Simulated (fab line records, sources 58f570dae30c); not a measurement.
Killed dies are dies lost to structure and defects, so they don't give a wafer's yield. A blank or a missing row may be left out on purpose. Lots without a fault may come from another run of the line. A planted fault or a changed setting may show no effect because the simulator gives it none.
fab line records | flow berkeley_cmos170
record lots=5 wafers=15 last_day=13
route steps=331 shown PVT@120 GATE@125 FIELD@126 PLDD@145 NLDD@158
lots that met no fault: from a run of the same line without faults
start_h: hours from the record's first day to the start of the lot's first wafer shown | wait_h: hours since the lot's step before | " the same as in the row above | L1.1+2: a row that stands for several wafers | - no value, or no start given | * or withheld: withheld | < > ~ a bound
route shown NAME@n: a module of which the file shows steps, and the number in the route of the first | usual: mean/standard deviation of fault-free wafers | same: alike in all rows | chamber/n: place in a boat | sites: the reading at each site | _std_site: their standard deviation | _edge_site: outer sites' mean less inner sites' | radius_mm: how far each site lies from the wafer's centre | mask NAME#n: copy n | behind: the tool/chamber that last shaped the wafer | hold: why the lot was held/for how many hours/how that ended | device: the transistor (n, p or np) that didn't switch | end of line: the same wafers' tests at the end of the route | a step without rows: its recipe alone | killed: dies lost to structure and defects at the first sort, not the wafer's yield | map: a wafer's dies, x killed, . not, _ none there
set.NAME: the setting as run; set.NAME@STEP: as run at that earlier step | model.NAME: the simulator's own value behind a step, which no gauge read
lots at some steps of the route; a table a step, a row a wafer
services: from which hour (start_h, from the record's first day; less than 0 if before it) a tool's chamber was out of use, for how many hours, and why
## steps
# step UCB170_PVT_DEVELOP_05
# recipe developer=TMAH develop_time_s=45 resist=KrF dev_temp_c=21
# columns lot.wafer tool chamber start_h wait_h
L076.2+3+6 litho_track-03 0 - -
L078.1+2+5 litho_track-03 0 - -
L081.3+4+5 litho_track-03 0 - -
L088.3+4+5 litho_track-02 0 - -
L096.2+3+5 litho_track-01 0 - -
# step UCB170_PVT_OVL_MEAS_06
# usual PVT_OVL=2/5.5
# columns lot.wafer tool chamber start_h wait_h PVT_OVL[nm]
L076.2 overlay-01 - 135.03 - 2
L076.3 " - " " 5
L076.6 " - " " 0
L078.1 overlay-01 - 149.49 - 9
L078.2 " - " " 5
L078.5 " - " " 11
L081.3 overlay-01 - 169.71 - 4
L081.4 " - " " 8
L081.5 " - " " 6
L088.3 overlay-01 - 204.33 - 10
L088.4 " - " " 1
L088.5 " - " " -5
L096.2 overlay-02 - 247.06 - 7
L096.3 " - " " 3
L096.5 " - " " -5
# step UCB170_PVT_IMPLANT_07
# recipe species=P dose_cm2=2e+12 energy_kev=30 tilt_deg=7
# columns lot.wafer tool chamber start_h wait_h
L076.2+3+6 implanter-04 0 135.08 0.0
L078.1+2+5 implanter-03 0 149.53 0.0
L081.3+4+5 implanter-03 0 169.78 0.1
L088.3+4+5 implanter-01 0 204.41 0.1
L096.2+3+5 implanter-01 0 247.12 0.0
# step UCB170_PVT_STRIP_08
# recipe chemistry=O2 power_w=400 pressure_mtorr=3500 platen_temp_c=withheld o2_flow_sccm=400 overash_fraction=0.5
# usual drypump_motor_current_A=5.7/0.56 oes_product_au=0.734/0.005 strip_time_to_endpoint_s=21.67/0.073
# columns lot.wafer tool chamber start_h wait_h drypump_motor_current_A oes_product_au rf_hours_counter_h strip_time_to_endpoint_s
L076.2 plasma_asher-01 0 135.21 0.1 5.0 0.732 40 21.69
L076.3 " 0 " " 5.0 0.728 - 21.67
L076.6 " 0 " " 5.0 0.733 - 21.72
L078.1 plasma_asher-01 1 149.68 0.1 5.6 0.731 42 21.70
L078.2 " 0 " " 5.0 0.726 42 21.75
L078.5 " 1 " " 5.6 0.734 - 21.76
L081.3 plasma_asher-04 0 169.92 0.1 6.1 0.734 - 21.73
L081.4 " 1 " " 5.5 0.731 - 21.67
L081.5 " 1 " " 5.5 0.744 - 21.64
L088.3 plasma_asher-01 0 204.54 0.1 5.0 0.735 - 21.72
L088.4 " 1 " " 5.6 0.735 - 21.76
L088.5 " 0 " " 5.0 0.741 - 21.78
L096.2 plasma_asher-01 1 247.24 0.1 5.6 0.738 52 21.70
L096.3 " 1 " " 5.6 0.728 - 21.72
L096.5 " 0 " " 5.0 0.729 - 21.67
# step UCB170_PVT_TW_MEAS_09
# usual PVT_TW=508.0/2.8
# columns lot.wafer tool chamber start_h wait_h PVT_TW
L076.2 film_metro-02 - 135.32 0.1 505.7
L076.3 " - " " 508.7
L076.6 " - " " 505.7
L078.1 film_metro-02 - 149.78 0.1 506.9
L078.2 " - " " 508.7
L078.5 " - " " 507.8
L081.3 film_metro-01 - 170.00 0.1 513.7
L081.4 " - " " 511.1
L081.5 " - " " 509.3
L088.3 film_metro-04 - 204.63 0.1 507.8
L088.4 " - " " 507.3
L088.5 " - " " 508.4
L096.2 film_metro-04 - 247.35 0.1 503.5
L096.3 " - " " 505.3
L096.5 " - " " 504.2
# step UCB170_GATE_WET_ETCH_00
# recipe chemistry=dHF dilution=25:1 target=SiO2 temp_c=25 time_s=200
# usual temp_c=24.99/0.11
# columns lot.wafer tool chamber start_h wait_h temp_c
L076.2 wet_bench-03 3 135.37 0.0 25.10
L076.3 " 3 " " 24.99
L076.6 " 3 " " 24.93
L078.1 wet_bench-03 3 150.50 0.7 25.15
L078.2 " 3 " " 25.03
L078.5 " 3 " " 25.20
L081.3 wet_bench-02 3 170.04 0.0 25.03
L081.4 " 3 " " 24.98
L081.5 " 3 " " 24.97
L088.3 wet_bench-04 3 204.67 0.0 25.01
L088.4 " 3 " " 24.99
L088.5 " 3 " " 25.14
L096.2 wet_bench-03 3 247.40 0.0 25.03
L096.3 " 3 " " 24.96
L096.5 " 3 " " 25.06
# step UCB170_FIELD_THK_MEAS_91
# recipe reads=SiO2_of_FIELD_OXIDATION_01
# usual FIELD_OXIDE_LEFT_2_THK=355/11
# columns lot.wafer tool chamber start_h wait_h FIELD_OXIDE_LEFT_2_THK[nm]
L076.2 film_metro-04 - 135.45 0.0 366
L076.3 " - " " 368
L076.6 " - " " 364
L078.1 film_metro-02 - 150.57 0.0 339
L078.2 " - " " 342
L078.5 " - " " 342
L081.3 film_metro-04 - 170.13 0.0 372
L081.4 " - " " 359
L081.5 " - " " 363
L088.3 film_metro-01 - 204.75 0.0 360
L088.4 " - " " 347
L088.5 " - " " 356
L096.2 film_metro-02 - 247.48 0.0 356
L096.3 " - " " 346
L096.5 " - " " 350
# step UCB170_GATE_OXIDATION_01
# recipe temp_c=850 ambient=O2 target_thk_a=66 ox_time_s=1800
# columns lot.wafer tool chamber start_h wait_h
L076.2+3+6 furnace-04 0 141.01 5.6
L078.1+2+5 furnace-04 0 155.30 4.7
L081.3+4+5 furnace-01 0 173.24 3.1
L088.3+4+5 furnace-02 0 209.66 4.9
L096.2+3+5 furnace-02 0 251.26 3.8
# step UCB170_GATE_THK_MEAS_02
# recipe reads=SiO2_of_GATE_OXIDATION_01
# usual GATE_OXIDE_THK=6.61/0.11
# columns lot.wafer tool chamber start_h wait_h GATE_OXIDE_THK[nm]
L076.2 film_metro-03 - 142.58 0.1 6.67
L076.3 " - " " 6.62
L076.6 " - " " 6.64
L078.1 film_metro-02 - 156.80 0.0 6.85
L078.2 " - " " 6.68
L078.5 " - " " 6.84
L081.3 film_metro-01 - 174.76 0.0 6.70
L081.4 " - " " 6.75
L081.5 " - " " 6.72
L088.3 film_metro-02 - 211.18 0.0 6.43
L088.4 " - " " 6.56
L088.5 " - " " 6.51
L096.2 film_metro-03 - 252.77 0.0 6.73
L096.3 " - " " 6.65
L096.5 " - " " 6.64
# step UCB170_GATE_ANNEAL_03
# recipe temp_c=900 time_s=1800 ambient=N2
# columns lot.wafer tool chamber start_h wait_h
L076.2+3+6 furnace-04 0 146.53 3.9
L078.1+2+5 furnace-01 0 160.39 3.6
L081.3+4+5 furnace-01 0 178.66 3.9
L088.3+4+5 furnace-01 0 215.96 4.8
L096.2+3+5 furnace-04 0 257.68 4.9
# step UCB170_GATE_CVD_04
# recipe material=poly-Si temp_c=610 precursor=SiH4 time_s=1440 pressure_mtorr=375 target_thk_nm=214 sih4_flow_sccm=120
# usual sih4_flow_sccm=120.1/0.32
# columns lot.wafer tool chamber start_h wait_h sih4_flow_sccm
L076.2 lpcvd-02 0 148.03 0.0 120.4
L076.3 " 0 " " 120.1
L076.6 " 0 " " 120.2
L078.1 lpcvd-01 1 161.89 0.0 119.7
L078.2 " 1 " " 119.8
L078.5 " 1 " " 120.0
L081.3 lpcvd-01 1 180.57 0.4 119.9
L081.4 " 1 " " 120.1
L081.5 " 1 " " 120.0
L088.3 lpcvd-02 1 217.46 0.0 120.6
L088.4 " 1 " " 119.8
L088.5 " 1 " " 119.7
L096.2 lpcvd-01 0 259.18 0.0 120.0
L096.3 " 0 " " 119.8
L096.5 " 0 " " 119.8
# step UCB170_GATE_THK_MEAS_05
# recipe reads=poly-Si_of_GATE_CVD_04
# usual GATE_POLY_THK=214.1/2.1
# columns lot.wafer tool chamber start_h wait_h GATE_POLY_THK[nm]
L076.2 film_metro-01 - 149.44 0.0 210.4
L076.3 " - " " 211.5
L076.6 " - " " 211.6
L078.1 film_metro-02 - 163.99 0.0 212.1
L078.2 " - " " 213.3
L078.5 " - " " 211.7
L081.3 film_metro-03 - 182.75 0.1 214.0
L081.4 " - " " 214.6
L081.5 " - " " 214.8
L088.3 film_metro-02 - 218.88 0.0 216.4
L088.4 " - " " 214.9
L088.5 " - " " 215.2
L096.2 film_metro-02 - 260.59 0.0 214.6
L096.3 " - " " 216.3
L096.5 " - " " 214.6
# step UCB170_GATE_COAT_06
# recipe resist=BARC temp_c=withheld time_s=withheld spin_rpm=3000 resist_thk_nm=withheld
# columns lot.wafer tool chamber start_h wait_h
L076.2+3+6 litho_track-03 0 149.52 0.1
L078.1+2+5 litho_track-03 0 164.55 0.5
L081.3+4+5 litho_track-03 0 183.13 0.4
L088.3+4+5 litho_track-02 0 219.01 0.1
L096.2+3+5 litho_track-02 0 260.67 0.1
# step UCB170_GATE_COAT_07
# recipe resist=KrF spin_rpm=1500 resist_thk_nm=900
# columns lot.wafer tool chamber start_h wait_h
L076.2+3+6 litho_track-03 0 - -
L078.1+2+5 litho_track-03 0 - -
L081.3+4+5 litho_track-03 0 - -
L088.3+4+5 litho_track-02 0 - -
L096.2+3+5 litho_track-02 0 - -
# step UCB170_GATE_SOFTBAKE_08
# recipe resist=KrF temp_c=130 time_s=60
# columns lot.wafer tool chamber start_h wait_h
L076.2+3+6 litho_track-03 0 - -
L078.1+2+5 litho_track-03 0 - -
L081.3+4+5 litho_track-03 0 - -
L088.3+4+5 litho_track-02 0 - -
L096.2+3+5 litho_track-02 0 - -
# step UCB170_GATE_EXPOSE_09
# recipe mask_id=POLY target_cd_nm=350 na=0.5 sigma_outer=0.6 source_shape=conventional dose_mj=21
# usual focus_offset_nm=-0.1/0.55
# columns lot.wafer tool chamber start_h wait_h mask focus_offset_nm
L076.2 krf_scanner-01 0 150.09 - POLY#0 -1.2
L076.3 " 0 " " POLY#0 -0.9
L076.6 " 0 " " POLY#0 -0.3
L078.1 krf_scanner-02 0 165.12 - POLY#0 0.7
L078.2 " 0 " " POLY#0 0.1
L078.5 " 0 " " POLY#0 1.0
L081.3 krf_scanner-02 0 183.58 - POLY#0 0.4
L081.4 " 0 " " POLY#0 0.1
L081.5 " 0 " " POLY#0 0.5
L088.3 krf_scanner-01 0 219.57 - POLY#0 0.0
L088.4 " 0 " " POLY#0 0.9
L088.5 " 0 " " POLY#0 -0.4
L096.2 krf_scanner-02 0 261.11 - POLY#0 0.1
L096.3 " 0 " " POLY#0 0.2
L096.5 " 0 " " POLY#0 0.2
# step UCB170_GATE_PEB_10
# recipe peb_temp_c=130.4 peb_time_s=withheld resist=KrF
# columns lot.wafer tool chamber start_h wait_h
L076.2+3+6 litho_track-03 0 150.21 0.1
L078.1+2+5 litho_track-02 0 165.27 0.1
L081.3+4+5 litho_track-02 0 183.72 0.1
L088.3+4+5 litho_track-02 0 219.70 0.1
L096.2+3+5 litho_track-03 0 261.24 0.1
# step UCB170_GATE_DEVELOP_11
# recipe developer=TMAH develop_time_s=45 resist=KrF dev_temp_c=21
# columns lot.wafer tool chamber start_h wait_h
L076.2+3+6 litho_track-03 0 - -
L078.1+2+5 litho_track-02 0 - -
L081.3+4+5 litho_track-02 0 - -
L088.3+4+5 litho_track-02 0 - -
L096.2+3+5 litho_track-03 0 - -
# step UCB170_GATE_CD_MEAS_12
# recipe target_cd_nm=350
# usual cd_nm=350.0/1.2
# columns lot.wafer tool chamber start_h wait_h cd_nm
L076.2 cd_sem-01 - 150.48 - 352.4
L076.3 " - " " 350.9
L076.6 " - " " 350.2
L078.1 cd_sem-02 - 165.55 - 350.9
L078.2 " - " " 349.3
L078.5 " - " " 350.4
L081.3 cd_sem-01 - 184.20 - 347.3
L081.4 " - " " 346.2
L081.5 " - " " 347.5
L088.3 cd_sem-02 - 219.97 - 351.0
L088.4 " - " " 349.6
L088.5 " - " " 350.5
L096.2 cd_sem-01 - 261.51 - 349.1
L096.3 " - " " 348.8
L096.5 " - " " 348.7
# step UCB170_GATE_OVL_MEAS_13
# usual GATE_OVL=2/5.9
# columns lot.wafer tool chamber start_h wait_h GATE_OVL[nm]
L076.2 overlay-01 - 150.58 0.1 0
L076.3 " - " " -2
L076.6 " - " " -8
L078.1 overlay-01 - 165.67 0.1 4
L078.2 " - " " 1
L078.5 " - " " 10
L081.3 overlay-01 - 184.29 0.1 7
L081.4 " - " " 5
L081.5 " - " " 8
L088.3 overlay-02 - 220.06 0.1 5
L088.4 " - " " -7
L088.5 " - " " 1
L096.2 overlay-01 - 261.61 0.1 9
L096.3 " - " " 0
L096.5 " - " " 9
# step UCB170_GATE_ETCH_14
# recipe chemistry=N2/H2 target_depth_a=withheld overetch_a=withheld target=BARC time_s=withheld source_w=500 bias_w=100 pressure_mtorr=30 n2_flow_sccm=100 h2_flow_sccm=200
# usual drypump_motor_current_A=5.6/0.42 oes_product_au=0.996/0.02 throttle_valve_pct=13.22/0.2
# columns lot.wafer tool chamber start_h wait_h drypump_motor_current_A oes_product_au throttle_valve_pct
L076.2 rie_diel-04 1 150.61 0.0 6.5 1.011 13.27
L076.3 " 0 " " 5.9 1.004 13.07
L076.6 " 3 " " 5.7 0.991 13.36
L078.1 rie_diel-04 1 165.71 0.0 6.5 0.999 13.28
L078.2 " 0 " " 5.9 1.007 13.08
L078.5 " 1 " " 6.5 1.005 13.28
L081.3 rie_diel-03 0 184.32 0.0 5.9 1.024 13.30
L081.4 " 1 " " 5.3 1.004 12.96
L081.5 " 2 " " 6.0 1.018 12.89
L088.3 rie_diel-01 0 220.08 0.0 5.4 0.961 13.23
L088.4 " 2 " " 5.8 1.009 13.17
L088.5 " 2 " " 5.8 1.003 13.13
L096.2 rie_diel-03 2 261.64 0.0 6.0 1.018 12.90
L096.3 " 0 " " 5.9 1.025 13.31
L096.5 " 0 " " 6.0 1.042 13.31
# step UCB170_GATE_ETCH_15
# recipe chemistry=HBr/Cl2 target=poly-Si stop_on=SiO2 over_etch_frac=0.3 icp_w=300 bias_w=150 time_s=56.3 pressure_mtorr=15 HBr_flow_sccm=150 Cl2_flow_sccm=50 target_depth_a=2782
# usual drypump_motor_current_A=5.9/0.42 mfc_cl2_sccm=50.02/0.15 oes_product_au=0.831/0.015 throttle_valve_pct=26.43/0.17
# columns lot.wafer tool chamber start_h wait_h drypump_motor_current_A mfc_cl2_sccm oes_product_au rf_hours_counter_h throttle_valve_pct
L076.2 rie_si-02 3 150.66 - 5.3 50.25 0.816 0 26.43
L076.3 " 1 " " 6.3 50.11 0.823 2 26.28
L076.6 " 3 " " 5.3 50.21 0.821 - 26.43
L078.1 rie_si-02 2 165.75 - 5.3 50.11 0.833 0 26.23
L078.2 " 0 " " 6.1 50.09 0.826 21 26.34
L078.5 " 3 " " 5.3 50.17 0.816 - 26.43
L081.3 rie_si-01 0 184.36 - 5.7 50.22 0.822 39 26.38
L081.4 " 3 " " 6.5 49.86 0.856 1 26.38
L081.5 " 3 " " 6.5 50.03 0.854 - 26.37
L088.3 rie_si-02 2 220.13 - 5.3 50.31 0.839 0 26.24
L088.4 " 0 " " 6.0 49.97 0.833 21 26.32
L088.5 " 3 " " 5.3 49.87 0.827 - 26.45
L096.2 rie_si-02 1 261.68 - 6.3 49.79 0.832 2 26.29
L096.3 " 2 " " 5.3 50.18 0.832 0 26.24
L096.5 " 2 " " 5.3 50.09 0.823 - 26.24
# step UCB170_GATE_STRIP_16
# recipe chemistry=O2 power_w=400 pressure_mtorr=3500 platen_temp_c=withheld o2_flow_sccm=400 overash_fraction=0.5
# usual drypump_motor_current_A=5.5/0.37 oes_product_au=0.724/0.0047
# columns lot.wafer tool chamber start_h wait_h drypump_motor_current_A oes_product_au rf_hours_counter_h
L076.2 plasma_asher-03 1 150.70 0.0 5.1 0.720 36
L076.3 " 1 " " 5.1 0.728 -
L076.6 " 1 " " 5.1 0.721 -
L078.1 plasma_asher-04 0 165.80 0.0 6.0 0.723 6
L078.2 " 1 " " 5.5 0.728 6
L078.5 " 1 " " 5.5 0.726 -
L081.3 plasma_asher-03 1 184.44 0.1 5.1 0.726 -
L081.4 " 0 " " 5.7 0.726 -
L081.5 " 1 " " 5.0 0.726 -
L088.3 plasma_asher-01 1 220.21 0.1 5.6 0.721 -
L088.4 " 0 " " 5.0 0.716 -
L088.5 " 1 " " 5.6 0.720 -
L096.2 plasma_asher-03 0 261.73 0.0 5.8 0.725 48
L096.3 " 0 " " 5.8 0.732 -
L096.5 " 0 " " 5.8 0.727 -
# step UCB170_GATE_CD_MEAS_90
# recipe target_cd_nm=350
# usual cd_nm=350.1/1.5
# columns lot.wafer tool chamber start_h wait_h cd_nm
L076.2 cd_sem-02 - 150.82 0.1 352.7
L076.3 " - " " 350.9
L076.6 " - " " 351.1
L078.1 cd_sem-02 - 165.90 0.1 351.2
L078.2 " - " " 349.7
L078.5 " - " " 351.0
L081.3 cd_sem-01 - 184.92 0.4 347.8
L081.4 " - " " 346.0
L081.5 " - " " 348.1
L088.3 cd_sem-01 - 220.31 0.1 351.7
L088.4 " - " " 350.2
L088.5 " - " " 350.3
L096.2 cd_sem-02 - 261.85 0.1 348.1
L096.3 " - " " 348.4
L096.5 " - " " 347.9
# step UCB170_GATE_CLEAN_17
# recipe chemistry=SPM temp_c=120 time_s=600
# usual bath_guard_temp_C=120.1/0.44 temp_c=119.99/0.13
# columns lot.wafer tool chamber start_h wait_h bath_guard_temp_C temp_c
L076.2 wet_bench-03 1 150.92 0.1 120.2 120.03
L076.3 " 1 " " 120.0 119.84
L076.6 " 1 " " 120.2 120.03
L078.1 wet_bench-03 3 166.17 0.3 120.2 119.91
L078.2 " 3 " " 119.9 120.07
L078.5 " 3 " " 119.9 120.01
L081.3 wet_bench-03 3 185.07 0.1 120.2 119.73
L081.4 " 3 " " 119.9 119.88
L081.5 " 3 " " 120.2 119.94
L088.3 wet_bench-03 2 220.57 0.2 120.7 120.09
L088.4 " 2 " " 121.0 120.25
L088.5 " 2 " " 120.3 120.02
L096.2 wet_bench-03 1 261.95 0.1 120.4 120.01
L096.3 " 1 " " 120.2 119.75
L096.5 " 1 " " 120.4 119.84
# step UCB170_PLDD_HMDS_00
# recipe prime_time_s=60 prime_temp_c=100
# usual prime_temp_c=100.00/0.11
# columns lot.wafer tool chamber start_h wait_h prime_temp_c
L076.2 litho_track-01 0 151.29 0.2 99.90
L076.3 " 0 " " 100.04
L076.6 " 0 " " 100.13
L078.1 litho_track-03 0 166.80 0.5 100.03
L078.2 " 0 " " 100.06
L078.5 " 0 " " 100.07
L081.3 litho_track-01 0 185.31 0.1 100.12
L081.4 " 0 " " 100.03
L081.5 " 0 " " 100.02
L088.3 litho_track-01 0 221.00 0.1 99.87
L088.4 " 0 " " 99.98
L088.5 " 0 " " 99.87
L096.2 litho_track-01 0 262.15 0.0 99.87
L096.3 " 0 " " 99.89
L096.5 " 0 " " 99.95
# step UCB170_PLDD_COAT_01
# recipe resist=KrF spin_rpm=1500 resist_thk_nm=900
# columns lot.wafer tool chamber start_h wait_h
L076.2+3+6 litho_track-01 0 151.44 0.1
L078.1+2+5 litho_track-03 0 166.95 0.1
L081.3+4+5 litho_track-01 0 185.46 0.1
L088.3+4+5 litho_track-01 0 221.15 0.1
L096.2+3+5 litho_track-01 0 262.30 0.1
# step UCB170_PLDD_SOFTBAKE_02
# recipe resist=KrF temp_c=130 time_s=60
# columns lot.wafer tool chamber start_h wait_h
L076.2+3+6 litho_track-01 0 151.59 0.1
L078.1+2+5 litho_track-03 0 167.10 0.1
L081.3+4+5 litho_track-01 0 185.61 0.1
L088.3+4+5 litho_track-01 0 221.30 0.1
L096.2+3+5 litho_track-01 0 262.45 0.1
# step UCB170_PLDD_EXPOSE_03
# recipe mask_id=PSELECT na=0.5 sigma_outer=0.6 source_shape=conventional target_cd_nm=1200 dose_mj=30
# usual focus_offset_nm=0.0/0.53
# columns lot.wafer tool chamber start_h wait_h mask focus_offset_nm
L076.2 krf_scanner-01 0 151.86 0.2 PSELECT#0 0.1
L076.3 " 0 " " PSELECT#0 0.6
L076.6 " 0 " " PSELECT#0 -0.7
L078.1 krf_scanner-02 0 167.37 0.2 PSELECT#0 -0.5
L078.2 " 0 " " PSELECT#0 -0.3
L078.5 " 0 " " PSELECT#0 0.0
L081.3 krf_scanner-01 0 185.77 0.1 PSELECT#0 -0.1
L081.4 " 0 " " PSELECT#0 -0.1
L081.5 " 0 " " PSELECT#0 -0.1
L088.3 krf_scanner-01 0 221.44 0.1 PSELECT#0 0.1
L088.4 " 0 " " PSELECT#0 -0.1
L088.5 " 0 " " PSELECT#0 -0.2
L096.2 krf_scanner-01 0 262.60 0.1 PSELECT#0 0.8
L096.3 " 0 " " PSELECT#0 0.6
L096.5 " 0 " " PSELECT#0 -0.3
# step UCB170_PLDD_PEB_04
# recipe peb_temp_c=130 peb_time_s=withheld resist=KrF
# columns lot.wafer tool chamber start_h wait_h
L076.2+3+6 litho_track-01 0 152.19 0.3
L078.1+2+5 litho_track-04 0 167.61 0.2
L081.3+4+5 litho_track-01 0 186.21 0.4
L088.3+4+5 litho_track-01 0 221.57 0.1
L096.2+3+5 litho_track-01 0 263.05 0.4
# step UCB170_PLDD_DEVELOP_05
# recipe developer=TMAH develop_time_s=45 resist=KrF dev_temp_c=21
# columns lot.wafer tool chamber start_h wait_h
L076.2+3+6 litho_track-01 0 - -
L078.1+2+5 litho_track-04 0 - -
L081.3+4+5 litho_track-01 0 - -
L088.3+4+5 litho_track-01 0 - -
L096.2+3+5 litho_track-01 0 - -
# step UCB170_PLDD_CD_MEAS_06
# recipe target_cd_nm=1200
# usual cd_nm=1200.5/1.6
# columns lot.wafer tool chamber start_h wait_h cd_nm
L076.2 cd_sem-02 - 152.46 - 1200.5
L076.3 " - " " 1201.9
L076.6 " - " " 1201.2
L078.1 cd_sem-02 - 167.89 - 1198.6
L078.2 " - " " 1198.4
L078.5 " - " " 1198.4
L081.3 cd_sem-01 - 186.58 - 1201.7
L081.4 " - " " 1200.9
L081.5 " - " " 1201.6
L088.3 cd_sem-01 - 221.83 - 1200.0
L088.4 " - " " 1199.6
L088.5 " - " " 1199.9
L096.2 cd_sem-01 - 263.32 - 1198.3
L096.3 " - " " 1198.7
L096.5 " - " " 1198.3
# step UCB170_PLDD_OVL_MEAS_07
# usual PLDD_OVL=8/4.8
# columns lot.wafer tool chamber start_h wait_h PLDD_OVL[nm]
L076.2 overlay-01 - 152.56 0.1 11
L076.3 " - " " 6
L076.6 " - " " 5
L078.1 overlay-02 - 168.01 0.1 8
L078.2 " - " " 3
L078.5 " - " " 10
L081.3 overlay-02 - 186.67 0.1 5
L081.4 " - " " 9
L081.5 " - " " 16
L088.3 overlay-02 - 221.92 0.1 9
L088.4 " - " " 15
L088.5 " - " " 13
L096.2 overlay-01 - 263.43 0.1 11
L096.3 " - " " 14
L096.5 " - " " 9
# step UCB170_PLDD_IMPLANT_08
# recipe species=BF2 dose_cm2=5e+13 energy_kev=10 tilt_deg=7 rotation_deg=0
# columns lot.wafer tool chamber start_h wait_h
L076.2+3+6 implanter-02 0 152.62 0.0
L078.1+2+5 implanter-02 0 168.04 0.0
L081.3+4+5 implanter-02 0 186.74 0.1
L088.3+4+5 implanter-04 0 222.00 0.1
L096.2+3+5 implanter-02 0 263.48 0.0
# step UCB170_PLDD_IMPLANT_09
# recipe species=BF2 dose_cm2=5e+13 energy_kev=10 tilt_deg=7 rotation_deg=180
# columns lot.wafer tool chamber start_h wait_h
L076.2+3+6 implanter-02 0 152.77 0.1
L078.1+2+5 implanter-02 0 168.19 0.1
L081.3+4+5 implanter-02 0 186.89 0.1
L088.3+4+5 implanter-04 0 222.15 0.1
L096.2+3+5 implanter-02 0 263.63 0.1
# step UCB170_PLDD_STRIP_10
# recipe chemistry=O2 power_w=400 pressure_mtorr=3500 platen_temp_c=withheld o2_flow_sccm=400 overash_fraction=0.5
# usual drypump_motor_current_A=5.9/0.5 oes_product_au=0.735/0.0045 strip_time_to_endpoint_s=21.64/0.073
# columns lot.wafer tool chamber start_h wait_h drypump_motor_current_A oes_product_au rf_hours_counter_h strip_time_to_endpoint_s
L076.2 plasma_asher-02 0 152.89 0.1 6.7 0.741 41 21.53
L076.3 " 0 " " 6.7 0.736 - 21.57
L076.6 " 0 " " 6.7 0.733 - 21.62
L078.1 plasma_asher-04 1 168.34 0.1 5.5 0.731 7 21.61
L078.2 " 0 " " 6.1 0.731 7 21.67
L078.5 " 1 " " 5.5 0.733 - 21.66
L081.3 plasma_asher-02 1 187.03 0.1 6.1 0.741 - 21.53
L081.4 " 0 " " 6.7 0.741 - 21.53
L081.5 " 1 " " 6.1 0.742 - 21.52
L088.3 plasma_asher-04 0 222.28 0.1 6.0 0.732 - 21.69
L088.4 " 1 " " 5.5 0.729 - 21.67
L088.5 " 0 " " 6.0 0.731 - 21.64
L096.2 plasma_asher-02 0 263.76 0.1 6.7 0.730 54 21.72
L096.3 " 0 " " 6.7 0.729 - 21.70
L096.5 " 1 " " 6.0 0.738 - 21.70
# step UCB170_PLDD_TW_MEAS_11
# usual PLDD_TW=1014/5
# columns lot.wafer tool chamber start_h wait_h PLDD_TW
L076.2 film_metro-03 - 153.00 0.1 1009
L076.3 " - " " 1007
L076.6 " - " " 1005
L078.1 film_metro-03 - 168.44 0.1 1010
L078.2 " - " " 1015
L078.5 " - " " 1013
L081.3 film_metro-03 - 187.11 0.1 1011
L081.4 " - " " 1010
L081.5 " - " " 1013
L088.3 film_metro-01 - 222.37 0.1 1016
L088.4 " - " " 1011
L088.5 " - " " 1014
L096.2 film_metro-01 - 263.87 0.1 1022
L096.3 " - " " 1024
L096.5 " - " " 1028
# step UCB170_PLDD_CLEAN_12
# recipe chemistry=SPM temp_c=120 time_s=600
# usual bath_guard_temp_C=120.0/0.48 temp_c=120.02/0.14
# columns lot.wafer tool chamber start_h wait_h bath_guard_temp_C temp_c
L076.2 wet_bench-02 2 153.05 0.0 120.0 120.00
L076.3 " 2 " " 120.0 119.97
L076.6 " 2 " " 120.1 120.01
L078.1 wet_bench-03 1 168.50 0.1 120.0 119.82
L078.2 " 1 " " 120.1 119.98
L078.5 " 1 " " 120.1 120.17
L081.3 wet_bench-02 2 187.15 0.0 120.2 120.12
L081.4 " 2 " " 119.9 120.06
L081.5 " 2 " " 119.9 119.78
L088.3 wet_bench-03 1 222.41 0.0 120.0 120.06
L088.4 " 1 " " 120.3 119.92
L088.5 " 1 " " 120.3 119.90
L096.2 wet_bench-02 0 263.98 0.1 120.3 120.13
L096.3 " 0 " " 120.1 119.85
L096.5 " 0 " " 120.0 119.89
# step UCB170_NLDD_HMDS_00
# recipe prime_time_s=60 prime_temp_c=100
# usual prime_temp_c=100.03/0.15
# columns lot.wafer tool chamber start_h wait_h prime_temp_c
L076.2 litho_track-04 0 153.76 0.5 100.17
L076.3 " 0 " " 100.18
L076.6 " 0 " " 100.29
L078.1 litho_track-02 0 169.45 0.8 100.07
L078.2 " 0 " " 99.93
L078.5 " 0 " " 100.02
L081.3 litho_track-04 0 188.03 0.7 100.04
L081.4 " 0 " " 100.02
L081.5 " 0 " " 99.94
L088.3 litho_track-01 0 222.81 0.1 99.95
L088.4 " 0 " " 99.88
L088.5 " 0 " " 99.76
L096.2 litho_track-02 0 264.19 0.0 100.27
L096.3 " 0 " " 100.13
L096.5 " 0 " " 100.19
# step UCB170_NLDD_COAT_01
# recipe resist=KrF spin_rpm=1500 resist_thk_nm=900
# columns lot.wafer tool chamber start_h wait_h
L076.2+3+6 litho_track-04 0 153.91 0.1
L078.1+2+5 litho_track-02 0 169.60 0.1
L081.3+4+5 litho_track-04 0 188.18 0.1
L088.3+4+5 litho_track-01 0 222.96 0.1
L096.2+3+5 litho_track-02 0 264.34 0.1
# step UCB170_NLDD_SOFTBAKE_02
# recipe resist=KrF temp_c=130 time_s=60
# columns lot.wafer tool chamber start_h wait_h
L076.2+3+6 litho_track-04 0 154.06 0.1
L078.1+2+5 litho_track-02 0 169.75 0.1
L081.3+4+5 litho_track-04 0 188.33 0.1
L088.3+4+5 litho_track-01 0 223.11 0.1
L096.2+3+5 litho_track-02 0 264.49 0.1
## services
# columns tool chamber start_h hours kind
rie_diel-03 2 122.46 2.8 repair
plasma_asher-03 - 131.13 5.6 repair
implanter-01 - 133.78 3.1 repair
rie_diel-03 3 137.98 8.4 repair
krf_scanner-02 - 140.20 0.2 repair
krf_scanner-02 - 141.34 11.6 pm
lpcvd-01 - 141.79 2.8 pm
implanter-04 - 150.00 4.1 pm
furnace-02 - 150.36 3.9 pm
krf_scanner-01 - 152.89 1.0 pm
krf_scanner-02 - 171.71 0.8 pm
krf_scanner-01 - 175.98 0.8 pm
implanter-01 - 179.49 2.7 repair
krf_scanner-02 - 184.67 1.3 pm
implanter-03 - 186.49 3.3 repair
plasma_asher-01 - 186.51 3.5 repair
rie_si-02 - 200.02 0.7 repair
implanter-02 - 200.41 6.6 repair
implanter-02 - 218.01 5.5 repair
furnace-04 - 224.40 3.9 pm
furnace-01 - 231.99 3.2 pm
furnace-04 - 239.83 4.9 pm
lpcvd-01 - 245.82 6.0 pm
krf_scanner-02 - 258.97 1.0 pm
## key
fault none
